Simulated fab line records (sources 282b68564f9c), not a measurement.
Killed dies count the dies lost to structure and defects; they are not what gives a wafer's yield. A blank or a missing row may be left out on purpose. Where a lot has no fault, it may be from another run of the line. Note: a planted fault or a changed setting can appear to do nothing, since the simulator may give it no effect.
fab line records	flow ritCmos
record: lots: 7	wafers: 21	lastDay: 7
route steps=202 shown SDANNEAL@156 PSD@157 NSD@158 PLDD@159 NLDD@160 SILICIDE@161 CONTACT@168 M1@202
lots that met no fault: taken from a fault-free run of the same line
startH: the number of hours between the record's first day and the start of the first shown wafer of the lot	waitH: hours since the lot's step before	" as in the row above	L1.1+2: a row that stands for several wafers	- value missing, or start not given	* or withheld: withheld	< > ~ a bound
route shown NAME@n: a module of which the file shows steps, and the number in the route of the first	usual: mean/standard deviation taken from wafers without a fault	same: alike in all rows	chamber/n: place in a boat	sites: each site's reading	_std_site: the standard deviation of these	_edge_site: mean of outer sites minus mean of inner sites	radiusMm: how far each site lies from the wafer's centre	mask NAME#n: copy n	behind: the last tool/chamber to shape the wafer	hold: reason for holding the lot/hours on hold/outcome of the hold	device: names the non-switching transistor (n, p or np)	end of line: tests of these same wafers at the route's end	a step given without rows: its recipe and nothing more	killed: the dies lost at the first sort to structure and to defects; this is not the yield of the wafer	map: a wafer's dies, marking killed ones x, the rest . and places with no die _
set.NAME: the run value of the setting; set.NAME@STEP: its run value at that earlier step	model.NAME: the simulator's own value behind a step, which no gauge read
lots at some steps of the route; a table a step, a row a wafer
services: when a tool's chamber went out of use (startH, in hours from the record's first day, below 0 if earlier), for how many hours, and the reason
== steps ==
step: RIT_SDANNEAL_RTA_03
recipe: tempC: 1050	timeS: 5	idleTempC: 600	rampUpCPerS: 342	rampDownCPerS: 171	coolToC: 600	ambient: N2
usual: wafer_temp_C_max: 1053.4/1.3
same: timeS: 5
lot.wafer	tool	chamber	startH	waitH	wafer_temp_C_max
L728.1	rtpAnneal-02	0	74.81	0.0	1051.5
L728.2	"	0	"	"	1053.4
L728.5	"	0	"	"	1052.5
L729.3	rtpAnneal-01	0	79.21	0.0	1052.2
L729.4	"	0	"	"	1056.8
L729.5	"	0	"	"	1053.6
L732.4	rtpAnneal-02	0	97.04	0.0	1051.6
L732.5	"	0	"	"	1051.9
L732.6	"	0	"	"	1054.6
L733.1	rtpAnneal-01	0	99.77	0.0	1055.0
L733.3	"	0	"	"	1052.4
L733.6	"	0	"	"	1054.3
L738.1	rtpAnneal-02	0	119.41	0.0	1055.9
L738.2	"	0	"	"	1052.0
L738.3	"	0	"	"	1053.6
L743.1	rtpAnneal-01	0	144.68	0.0	1054.2
L743.3	"	0	"	"	1054.2
L743.6	"	0	"	"	1052.2
L747.2	rtpAnneal-01	0	161.19	0.0	1053.0
L747.4	"	0	"	"	1056.8
L747.5	"	0	"	"	1052.4
step: RIT_SDANNEAL_RS_MEAS_04
recipe: thkMeasGauge: four-point-probe
usual: PSD_RS: 115.79/0.26
lot.wafer	tool	chamber	startH	waitH	PSD_RS[ohm/sq]
L728.1	filmMetro-03	-	74.93	0.1	115.92
L728.2	"	-	"	"	115.76
L728.5	"	-	"	"	115.92
L729.3	filmMetro-03	-	79.29	0.1	115.80
L729.4	"	-	"	"	115.94
L729.5	"	-	"	"	115.53
L732.4	filmMetro-04	-	97.13	0.1	115.59
L732.5	"	-	"	"	115.70
L732.6	"	-	"	"	115.85
L733.1	filmMetro-04	-	99.82	0.0	115.59
L733.3	"	-	"	"	116.01
L733.6	"	-	"	"	115.91
L738.1	filmMetro-04	-	119.47	0.0	115.84
L738.2	"	-	"	"	115.33
L738.3	"	-	"	"	115.70
L743.1	filmMetro-02	-	144.74	0.0	115.94
L743.3	"	-	"	"	116.12
L743.6	"	-	"	"	115.93
L747.2	filmMetro-02	-	161.26	0.1	116.06
L747.4	"	-	"	"	116.29
L747.5	"	-	"	"	115.95
step: RIT_SDANNEAL_RS_MEAS_05
recipe: thkMeasGauge: four-point-probe
usual: NSD_RS: 84.5/0.31
lot.wafer	tool	chamber	startH	waitH	NSD_RS[ohm/sq]
L728.1	filmMetro-03	-	75.05	0.1	84.5
L728.2	"	-	"	"	84.5
L728.5	"	-	"	"	84.4
L729.3	filmMetro-03	-	79.41	0.1	84.1
L729.4	"	-	"	"	84.3
L729.5	"	-	"	"	84.1
L732.4	filmMetro-04	-	97.25	0.1	84.6
L732.5	"	-	"	"	84.7
L732.6	"	-	"	"	84.8
L733.1	filmMetro-04	-	99.94	0.1	84.2
L733.3	"	-	"	"	84.3
L733.6	"	-	"	"	84.2
L738.1	filmMetro-04	-	119.59	0.1	84.4
L738.2	"	-	"	"	84.4
L738.3	"	-	"	"	84.6
L743.1	filmMetro-02	-	144.86	0.1	84.6
L743.3	"	-	"	"	84.5
L743.6	"	-	"	"	84.4
L747.2	filmMetro-02	-	161.38	0.1	85.4
L747.4	"	-	"	"	85.2
L747.5	"	-	"	"	85.5
step: RIT_SDANNEAL_RS_MEAS_06
recipe: thkMeasGauge: four-point-probe
usual: PLDD_RS: 178.5/0.6
lot.wafer	tool	chamber	startH	waitH	PLDD_RS[ohm/sq]
L728.1	filmMetro-03	-	75.17	0.1	179.0
L728.2	"	-	"	"	179.2
L728.5	"	-	"	"	179.7
L729.3	filmMetro-03	-	79.53	0.1	179.4
L729.4	"	-	"	"	179.5
L729.5	"	-	"	"	179.2
L732.4	filmMetro-04	-	97.37	0.1	177.8
L732.5	"	-	"	"	178.3
L732.6	"	-	"	"	178.0
L733.1	filmMetro-04	-	100.06	0.1	179.6
L733.3	"	-	"	"	179.2
L733.6	"	-	"	"	178.2
L738.1	filmMetro-04	-	119.71	0.1	178.3
L738.2	"	-	"	"	178.2
L738.3	"	-	"	"	178.2
L743.1	filmMetro-02	-	144.98	0.1	179.1
L743.3	"	-	"	"	178.9
L743.6	"	-	"	"	179.2
L747.2	filmMetro-02	-	161.50	0.1	178.9
L747.4	"	-	"	"	179.1
L747.5	"	-	"	"	179.0
step: RIT_SDANNEAL_RS_MEAS_07
recipe: thkMeasGauge: four-point-probe
usual: NLDD_RS: 151.5/0.54
lot.wafer	tool	chamber	startH	waitH	NLDD_RS[ohm/sq]
L728.1	filmMetro-03	-	75.29	0.1	151.9
L728.2	"	-	"	"	152.7
L728.5	"	-	"	"	151.9
L729.3	filmMetro-03	-	79.65	0.1	150.5
L729.4	"	-	"	"	150.6
L729.5	"	-	"	"	150.8
L732.4	filmMetro-04	-	97.49	0.1	151.8
L732.5	"	-	"	"	151.9
L732.6	"	-	"	"	152.0
L733.1	filmMetro-04	-	100.18	0.1	151.7
L733.3	"	-	"	"	151.9
L733.6	"	-	"	"	151.7
L738.1	filmMetro-04	-	119.83	0.1	151.1
L738.2	"	-	"	"	151.4
L738.3	"	-	"	"	151.3
L743.1	filmMetro-02	-	145.10	0.1	151.1
L743.3	"	-	"	"	151.4
L743.6	"	-	"	"	151.4
L747.2	filmMetro-02	-	161.62	0.1	151.2
L747.4	"	-	"	"	151.8
L747.5	"	-	"	"	151.7
step: RIT_SILICIDE_WET_ETCH_00
recipe: chemistry: BOE	target: SiO2	targetDepthNm: 14	timeS: 15	dry: n2Spin	dilution: 10:1	tempC: 21.5
step: RIT_SILICIDE_SPUTTER_01
recipe: material: Ti	targetThkNm: 30	powerW: 350	chamberPressurePa: 0.667	gas: Ar	timeS: 240	substrateTempC: 25
usual: cathodeDcPowerW: 350.00/0.066	throttleValvePct: 29.9/1.2
same: timeS: 240
lot.wafer	tool	chamber	startH	waitH	cathodeDcPowerW	throttleValvePct
L728.1	pvdSputter-03	-	75.42	0.0	350.03	31.8
L728.2	"	-	"	"	350.09	31.5
L728.5	"	-	"	"	349.76	29.7
L729.3	pvdSputter-04	-	79.75	0.0	350.11	29.3
L729.4	"	-	"	"	350.04	29.6
L729.5	"	-	"	"	350.04	29.4
L732.4	pvdSputter-01	-	97.57	0.0	350.09	32.6
L732.5	"	-	"	"	350.11	32.4
L732.6	"	-	"	"	349.92	29.6
L733.1	pvdSputter-03	-	100.32	0.0	350.00	32.1
L733.3	"	-	"	"	349.93	29.4
L733.6	"	-	"	"	350.01	29.5
L738.1	pvdSputter-03	-	119.97	0.0	349.96	30.6
L738.2	"	-	"	"	350.07	29.4
L738.3	"	-	"	"	349.98	31.5
L743.1	pvdSputter-03	-	145.23	0.0	349.98	30.2
L743.3	"	-	"	"	350.06	31.8
L743.6	"	-	"	"	350.00	29.4
L747.2	pvdSputter-01	-	161.73	0.0	350.00	30.9
L747.4	"	-	"	"	349.97	30.7
L747.5	"	-	"	"	350.00	29.2
step: RIT_SILICIDE_RS_MEAS_02
recipe: thkMeasGauge: four-point-probe	reads: Ti_of_SILICIDE_SPUTTER_01
usual: SILICIDE_TI_RS: 47.8/0.64
lot.wafer	tool	chamber	startH	waitH	SILICIDE_TI_RS[ohm/sq]
L728.1	filmMetro-01	-	75.57	0.1	47.9
L728.2	"	-	"	"	47.9
L728.5	"	-	"	"	47.6
L729.3	filmMetro-02	-	79.94	0.1	47.2
L729.4	"	-	"	"	47.2
L729.5	"	-	"	"	47.5
L732.4	filmMetro-04	-	97.78	0.1	49.0
L732.5	"	-	"	"	48.2
L732.6	"	-	"	"	48.9
L733.1	filmMetro-04	-	100.47	0.1	48.0
L733.3	"	-	"	"	47.0
L733.6	"	-	"	"	47.2
L738.1	filmMetro-01	-	120.12	0.1	47.0
L738.2	"	-	"	"	47.9
L738.3	"	-	"	"	47.0
L743.1	filmMetro-04	-	145.38	0.1	47.2
L743.3	"	-	"	"	47.2
L743.6	"	-	"	"	46.9
L747.2	filmMetro-01	-	161.90	0.1	48.1
L747.4	"	-	"	"	47.0
L747.5	"	-	"	"	47.5
step: RIT_SILICIDE_THK_MEAS_03
recipe: thkMeasGauge: xrf	reads: Ti_of_SILICIDE_SPUTTER_01
usual: SILICIDE_TI_THK: 29.5/0.34
lot.wafer	tool	chamber	startH	waitH	SILICIDE_TI_THK[nm]
L728.1	filmMetro-01	-	75.69	0.1	29.4
L728.2	"	-	"	"	29.3
L728.5	"	-	"	"	29.5
L729.3	filmMetro-02	-	80.04	0.1	29.7
L729.4	"	-	"	"	29.7
L729.5	"	-	"	"	29.5
L732.4	filmMetro-04	-	97.87	0.1	29.1
L732.5	"	-	"	"	29.2
L732.6	"	-	"	"	29.0
L733.1	filmMetro-04	-	100.59	0.1	29.5
L733.3	"	-	"	"	30.1
L733.6	"	-	"	"	29.9
L738.1	filmMetro-01	-	120.24	0.1	29.6
L738.2	"	-	"	"	29.1
L738.3	"	-	"	"	29.9
L743.1	filmMetro-04	-	145.50	0.1	29.7
L743.3	"	-	"	"	29.7
L743.6	"	-	"	"	29.8
L747.2	filmMetro-01	-	162.01	0.1	29.5
L747.4	"	-	"	"	30.0
L747.5	"	-	"	"	29.7
step: RIT_SILICIDE_RTA_04
recipe: tempC: 650	timeS: 10	idleTempC: 25	rampUpS: 5	rampDownS: 5	coolToC: 25	ambient: N2
usual: wafer_temp_C_max: 653.2/1
same: timeS: 10
lot.wafer	tool	chamber	startH	waitH	wafer_temp_C_max
L728.1	rtpAnneal-01	0	75.75	0.1	654.3
L728.2	"	0	"	"	653.9
L728.5	"	0	"	"	652.6
L729.3	rtpAnneal-02	0	80.17	0.1	653.1
L729.4	"	0	"	"	651.5
L729.5	"	0	"	"	652.2
L732.4	rtpAnneal-01	0	97.93	0.1	654.4
L732.5	"	0	"	"	653.4
L732.6	"	0	"	"	654.3
L733.1	rtpAnneal-02	0	100.65	0.1	652.2
L733.3	"	0	"	"	652.1
L733.6	"	0	"	"	652.7
L738.1	rtpAnneal-01	0	120.30	0.1	653.6
L738.2	"	0	"	"	654.7
L738.3	"	0	"	"	653.8
L743.1	rtpAnneal-02	0	145.56	0.1	652.3
L743.3	"	0	"	"	652.2
L743.6	"	0	"	"	652.0
L747.2	rtpAnneal-02	0	162.07	0.1	651.8
L747.4	"	0	"	"	652.6
L747.5	"	0	"	"	652.4
step: RIT_SILICIDE_WET_ETCH_05
recipe: chemistry: SPM	target: Ti	tempC: 90	timeS: 120	dry: n2Spin
step: RIT_SILICIDE_RTA_06
recipe: tempC: 750	timeS: 10	idleTempC: 25	rampUpS: 5	rampDownS: 10	coolToC: 25	ambient: N2
usual: wafer_temp_C_max: 753.4/0.98
same: timeS: 10
lot.wafer	tool	chamber	startH	waitH	wafer_temp_C_max
L728.1	rtpAnneal-02	0	75.90	0.0	752.3
L728.2	"	0	"	"	752.4
L728.5	"	0	"	"	752.5
L729.3	rtpAnneal-01	0	80.42	0.0	753.5
L729.4	"	0	"	"	754.9
L729.5	"	0	"	"	753.7
L732.4	rtpAnneal-02	0	98.04	0.0	752.3
L732.5	"	0	"	"	752.0
L732.6	"	0	"	"	752.3
L733.1	rtpAnneal-01	0	100.76	0.0	754.1
L733.3	"	0	"	"	754.4
L733.6	"	0	"	"	753.5
L738.1	rtpAnneal-02	0	120.41	0.0	752.1
L738.2	"	0	"	"	752.9
L738.3	"	0	"	"	753.3
L743.1	rtpAnneal-01	0	145.67	0.0	754.6
L743.3	"	0	"	"	753.5
L743.6	"	0	"	"	753.9
L747.2	rtpAnneal-01	0	162.18	0.0	753.8
L747.4	"	0	"	"	754.4
L747.5	"	0	"	"	754.9
step: RIT_CONTACT_CVD_00
recipe: material: SiO2	targetThkNm: 400	precursor: TEOS	tempC: 390	timeS: 61	rfW: 400
usual: heaterPowerW: 307/41	rfFwdPowerW: 396.9/1.5
same: timeS: 61
lot.wafer	tool	chamber	startH	waitH	heaterPowerW	rfFwdPowerW
L728.1	pecvd-03	2	76.03	0.1	293	399.9
L728.2	"	1	"	"	274	396.6
L728.5	"	2	"	"	292	400.5
L728.1	pecvd-03	2	76.25	0.2	286	398.0
L728.2	"	1	"	"	271	400.2
L728.5	"	2	"	"	294	396.4
L729.3	pecvd-04	1	80.46	0.0	295	394.2
L729.4	"	2	"	"	266	396.0
L729.5	"	1	"	"	300	395.4
L732.4	pecvd-04	0	98.10	0.0	280	396.8
L732.5	"	2	"	"	305	395.0
L732.6	"	1	"	"	304	396.0
L733.1	pecvd-02	2	100.83	0.1	342	397.8
L733.3	"	1	"	"	364	398.4
L733.6	"	2	"	"	367	397.4
L733.1	pecvd-02	2	101.04	0.2	351	398.8
L733.3	"	1	"	"	363	396.6
L733.6	"	2	"	"	356	399.2
L738.1	pecvd-04	2	120.47	0.1	298	396.0
L738.2	"	1	"	"	240	397.2
L738.3	"	0	"	"	275	396.2
L738.1	pecvd-04	2	120.69	0.2	301	398.4
L738.2	"	1	"	"	238	395.0
L738.3	"	0	"	"	268	397.8
L743.1	pecvd-03	1	145.73	0.1	275	397.0
L743.3	"	0	"	"	376	399.3
L743.6	"	1	"	"	289	396.0
L747.2	pecvd-04	0	162.24	0.0	246	395.6
L747.4	"	1	"	"	224	396.3
L747.5	"	2	"	"	362	395.2
step: RIT_CONTACT_THK_MEAS_01
recipe: reads: SiO2_of_CONTACT_CVD_00
usual: CONTACT_TEOS_THK: 400/5.6
lot.wafer	tool	chamber	startH	waitH	CONTACT_TEOS_THK[nm]
L728.1	filmMetro-04	-	76.30	0.0	793
L728.2	"	-	"	"	797
L728.5	"	-	"	"	804
L728.1	filmMetro-04	-	76.53	0.2	792
L728.2	"	-	"	"	797
L728.5	"	-	"	"	804
L729.3	filmMetro-01	-	80.53	0.0	399
L729.4	"	-	"	"	405
L729.5	"	-	"	"	401
L732.4	filmMetro-01	-	98.15	0.0	398
L732.5	"	-	"	"	405
L732.6	"	-	"	"	400
L733.1	filmMetro-01	-	101.17	0.1	798
L733.3	"	-	"	"	798
L733.6	"	-	"	"	804
L733.1	filmMetro-01	-	101.40	0.2	798
L733.3	"	-	"	"	799
L733.6	"	-	"	"	804
L738.1	filmMetro-04	-	120.74	0.0	803
L738.2	"	-	"	"	797
L738.3	"	-	"	"	797
L738.1	filmMetro-04	-	120.97	0.2	804
L738.2	"	-	"	"	798
L738.3	"	-	"	"	797
L743.1	filmMetro-03	-	145.78	0.0	389
L743.3	"	-	"	"	385
L743.6	"	-	"	"	395
L747.2	filmMetro-03	-	162.30	0.0	402
L747.4	"	-	"	"	408
L747.5	"	-	"	"	412
step: RIT_M1_PROBE_99
usual: defectLimitedYield: 97.4/1.2	killedAtContacts: 0.1/0.36	killedAtFrontEnd: 7/3.1	killedDies: 7/3.1	killedOnRim: 1.9/1.4	killedOpen: 3.6/2.1	killedShort: 3.2/1.9	sort_bin_3_pad_short: 0.1/0.23	sort_bin_5_function: 1.4/0.77	sort_bin_6_memory: 1.0/0.68	sortNPass: 257/3.1	sortYieldPct: 97.4/1.2
same: grossDies: 264	killed_at_M0_to_M3: 0	killed_at_M4_up: 0	killedAtBackSide: 0	killedAtOther: 0
lot.wafer	tool	chamber	startH	waitH	defectLimitedYield[%]	killedAtContacts	killedAtFrontEnd	killedDies	killedOnRim	killedOpen	killedShort	sort_bin_3_pad_short[%]	sort_bin_5_function[%]	sort_bin_6_memory[%]	sortNPass	sortYieldPct[%]
L729.3	prober-01	-	86.98	0.2	97.7	0	6	6	4	3	3	0.4	0.8	1.1	258	97.7
L729.4	prober-01	-	87.03	0.2	98.5	0	4	4	2	3	1	0.4	1.1	0	260	98.5
L729.5	prober-01	-	87.08	0.2	97.0	0	8	8	4	2	6	0	1.9	1.1	256	97.0
L732.4	prober-02	-	104.92	0.2	97.7	0	6	6	2	4	2	0	1.9	0.4	258	97.7
L732.5	prober-02	-	104.97	0.2	97.0	0	8	8	0	4	4	0.4	1.5	1.1	256	97.0
L732.6	prober-02	-	105.02	0.2	97.0	0	8	8	1	7	1	0	2.3	0.8	256	97.0
L743.1	prober-01	-	152.72	0.1	97.3	0	7	7	0	3	4	0	2.3	0.4	257	97.3
L743.3	prober-01	-	152.82	0.2	98.1	1	4	5	2	1	3	0	1.1	0.8	259	98.1
L743.6	prober-01	-	152.97	0.2	98.9	2	1	3	3	1	0	0	0.8	0.4	261	98.9
L747.2	prober-01	-	168.83	0.1	97.0	0	8	8	2	3	5	0	1.5	1.5	256	97.0
L747.4	prober-01	-	168.93	0.2	96.6	0	9	9	2	6	3	0.4	2.3	0.8	255	96.6
L747.5	prober-01	-	168.98	0.2	97.3	0	7	7	2	5	2	0	1.5	1.1	257	97.3
killed by level:class
L729.3 SILICIDE:geometricParticle:short=2 SILICIDE:geometricParticle:open=2 GATE:geometricParticle:open=1 REOX:geometricParticle:short=1
L729.4 GATE:geometricParticle:open=2 FOX1:geometricParticle:short=1 SILICIDE:geometricParticle:open=1
L729.5 GATE:geometricParticle:short=3 FOX1:geometricParticle:short=2 GATE:geometricParticle:open=1 SPACER:geometricParticle:open=1 SILICIDE:geometricParticle:short=1
L732.4 SPACER:geometricParticle:open=2 GATE:geometricParticle:short=1 GATE:geometricParticle:open=1 REOX:geometricParticle:open=1 SPACER:geometricParticle:short=1
L732.5 GATE:geometricParticle:open=2 SILICIDE:geometricParticle:short=2 GATE:geometricParticle:short=1 REOX:geometricParticle:short=1 REOX:geometricParticle:open=1 SPACER:geometricParticle:open=1
L732.6 FOX2:geometricParticle:open=3 GATE:geometricParticle:open=2 REOX:geometricParticle:open=1 SPACER:geometricParticle:short=1 SILICIDE:geometricParticle:open=1
L743.1 GATE:geometricParticle:open=2 GATE:geometricParticle:short=2 REOX:geometricParticle:short=1 SPACER:geometricParticle:short=1 SPACER:geometricParticle:open=1
L743.3 FOX1:geometricParticle:short=1 FOX2:geometricParticle:short=1 GATE:geometricParticle:open=1 SILICIDE:geometricParticle:short=1 CONTACT:coatMicrobubblePrinted=1
L743.6 CONTACT:coatMicrobubblePrinted=2 FOX1:geometricParticle:open=1
L747.2 GATE:geometricParticle:short=4 FOX1:geometricParticle:open=1 FOX2:geometricParticle:short=1 GATE:geometricParticle:open=1 REOX:geometricParticle:open=1
L747.4 GATE:geometricParticle:open=4 GATE:geometricParticle:short=3 SPACER:geometricParticle:open=1 SILICIDE:geometricParticle:open=1
L747.5 REOX:geometricParticle:open=3 GATE:geometricParticle:short=2 GATE:geometricParticle:open=2
== services ==
tool	chamber	startH	hours	kind
pvdSputter-04	-	85.20	2.1	repair
pvdSputter-01	-	119.25	3.4	repair
pvdSputter-04	-	153.82	2.3	repair
pecvd-02	-	153.85	1.8	repair
== key ==
firstSign: step: RIT_CONTACT_CVD_00	reading: visit	direction: added
effect: step: RIT_CONTACT_THK_MEAS_01	reading: visit	direction: added
effect: step: RIT_CONTACT_THK_MEAS_01	reading: CONTACT_TEOS_THK	direction: up	sigmas: 71	usual: 400	struck: 799
metAt RIT_CONTACT_CVD_00
struckWafers L728.1,L728.2,L728.5,L733.1,L733.3,L733.6,L738.1,L738.2,L738.3
scrappedBehind RIT_CONTACT_THK_MEAS_01 L728.1,L728.2,L728.5,L733.1,L733.3,L733.6,L738.1,L738.2,L738.3
fault: kind: repeatedStepWhole	tool: pecvd-02,pecvd-03,pecvd-04	chamber: -	onsetH: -	steps: RIT_CONTACT_CVD_00	times: 1	scope: struckLotsOnly
